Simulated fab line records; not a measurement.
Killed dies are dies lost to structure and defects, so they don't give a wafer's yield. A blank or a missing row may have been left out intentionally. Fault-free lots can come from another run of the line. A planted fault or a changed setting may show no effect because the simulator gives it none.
Struck lot and sound lot, side by side ; flow berkeley_cmos170 ; 29 out of 331 route steps
Sound: these wafers, L213.2, L213.4, L213.5. Wafers struck: L220.4, L220.5, L220.6. The cause is given at the end.
For every step that has rows: the tool of each side, followed by ch and its chambers, followed by its first start. Under that, the readings that differ: sound wafers ; struck wafers ; difference of the means ; sigmas: that difference in standard deviations of wafers without a fault.
alike: same words and numbers on both sides, and readings whose means sit less than 2 such deviations apart. not compared: any withheld reading, any reading some wafer has no value for, any bound like >300 that may hide the same value, and any number with overlapping values for which the record gives no deviation.
The two part at a step that has a row with sigmas, a row that says differs or no value, or rows on one side only. Non-overlapping numbers with no deviation appear without sigmas and do not part them. Lack of a reading on every wafer of one side parts them only where that side has two or more wafers.

UCB170_ACTIVE_THK_MEAS_03:
  struck on film_metro-03, day 6 15:59; sound on film_metro-04, day 5 08:11
reading;sound;struck;difference;sigmas
ACTIVE_OXIDE_THK (nm);26.5 26.8 27.4;28.5 28.2 28.1;+1.4;+2
then, 2 steps without rows for these wafers: UCB170_ACTIVE_ANNEAL_04 (time 900 s); UCB170_ACTIVE_CVD_05 (deposits Si3N4 from SiH2Cl2/NH3, target thk 220 nm, time 3300 s).
UCB170_ACTIVE_THK_MEAS_06:
  struck on film_metro-01, day 6 21:39; sound on film_metro-04, day 5 16:41
  alike: ACTIVE_NITRIDE_THK
then, 6 steps without rows for these wafers: UCB170_ACTIVE_HMDS_07 (prime time 60 s); UCB170_ACTIVE_COAT_08 (resist thk 900 nm); UCB170_ACTIVE_SOFTBAKE_09 (time 60 s); UCB170_ACTIVE_EXPOSE_10 (exposes mask ACTIVE, target cd 1200 nm); UCB170_ACTIVE_PEB_11; UCB170_ACTIVE_DEVELOP_12 (develop time 45 s).
UCB170_ACTIVE_CD_MEAS_13 targets a cd of 1200 nm.
  struck on cd_sem-01, day 7 00:18; sound on cd_sem-01, day 5 18:05
  alike: cd_nm
UCB170_ACTIVE_OVL_MEAS_14:
  struck on overlay-02, day 7 00:23; sound on overlay-02, day 5 18:12
  alike: ACTIVE_OVL
UCB170_ACTIVE_ETCH_15: etches Si3N4 in CH3F/Ar/O2, stops on SiO2, target depth 242 nm, time 151 s.
  sound on rie_diel-03 ch 0,1,3, day 5 18:14; struck on rie_diel-03 ch 0,1, day 7 00:24
reading;sound;struck;difference;sigmas
oes_product_au (a.u.);0.931 0.942 0.965;0.908 0.908 0.913;-0.036;-2
over_etch_frac;0.1 0.1 0.1;0.14901 0.14901 0.14901;+0.04901;
model.KrF_of_ACTIVE_COAT_08.thk_nm (nm);724.3 725.7 725.1;717.1 718.5 717.3;-7.4;
  alike: chamber_pressure_mTorr, drypump_motor_current_A, throttle_valve_pct
  not compared: rf_hours_counter_h, model.SiO2_of_ACTIVE_OXIDATION_02.thk_nm
UCB170_ACTIVE_STRIP_16: strips in O2.
  sound on plasma_asher-03 ch 0, day 5 18:20; struck on plasma_asher-01 ch 0,1, day 7 00:32
reading;sound;struck;difference;sigmas
strip_time_to_endpoint_s (s);18.10 18.13 18.10;17.92 17.95 17.92;-0.18;-2
  alike: chamber_pressure_mTorr, drypump_motor_current_A, oes_product_au
  not compared: rf_hours_counter_h
UCB170_ACTIVE_CD_MEAS_90 targets a cd of 1200 nm.
  struck on cd_sem-01, day 7 00:40; sound on cd_sem-02, day 5 18:27
  alike: cd_nm
then, 7 steps without rows for these wafers: UCB170_ACTIVE_CLEAN_17 (cleans in SPM, time 600 s); UCB170_PFIELD_HMDS_00 (prime time 60 s); UCB170_PFIELD_COAT_01 (resist thk 900 nm); UCB170_PFIELD_SOFTBAKE_02 (time 60 s); UCB170_PFIELD_EXPOSE_03 (exposes mask PFIELD, target cd 1500 nm); UCB170_PFIELD_PEB_04; UCB170_PFIELD_DEVELOP_05 (develop time 45 s).
UCB170_PFIELD_OVL_MEAS_06:
  struck on overlay-02, day 7 02:04; sound on overlay-01, day 5 20:32
  alike: PFIELD_OVL
next, for these wafers, 1 step has no rows: UCB170_PFIELD_IMPLANT_07.
UCB170_PFIELD_STRIP_08: strips in O2.
  sound on plasma_asher-03 ch 0,1, day 5 20:43; struck on plasma_asher-02 ch 0,1, day 7 02:16
reading;sound;struck;difference;sigmas
drypump_motor_current_A (A);6.2 6.2 5.9;5.2 5.2 5.6;-0.8;-2
  alike: chamber_pressure_mTorr, oes_product_au, strip_time_to_endpoint_s
  not compared: rf_hours_counter_h
UCB170_PFIELD_TW_MEAS_09:
  struck on film_metro-02, day 7 02:22; sound on film_metro-01, day 5 20:49
  alike: PFIELD_TW
UCB170_FIELD_CLEAN_00: cleans in dHF, time 7.5 s.
  sound on wet_bench-04 ch 2, day 5 20:52; struck on wet_bench-04 ch 1, day 7 02:24
  not compared: model.SiO2_of_ACTIVE_OXIDATION_02.thk_nm
then, 1 step without rows for these wafers: UCB170_FIELD_OXIDATION_01 (target thk 558.3 nm, ox time 7200 s).
UCB170_M3_PROBE_99:
  sound wafers here have rows in the record (prober-01, day 10 00:28); struck ones have none

## WHERE THEY PART
Last at UCB170_M3_PROBE_99 as far as this record goes, first at UCB170_ACTIVE_THK_MEAS_03.

WHY: the cause the simulator had injected
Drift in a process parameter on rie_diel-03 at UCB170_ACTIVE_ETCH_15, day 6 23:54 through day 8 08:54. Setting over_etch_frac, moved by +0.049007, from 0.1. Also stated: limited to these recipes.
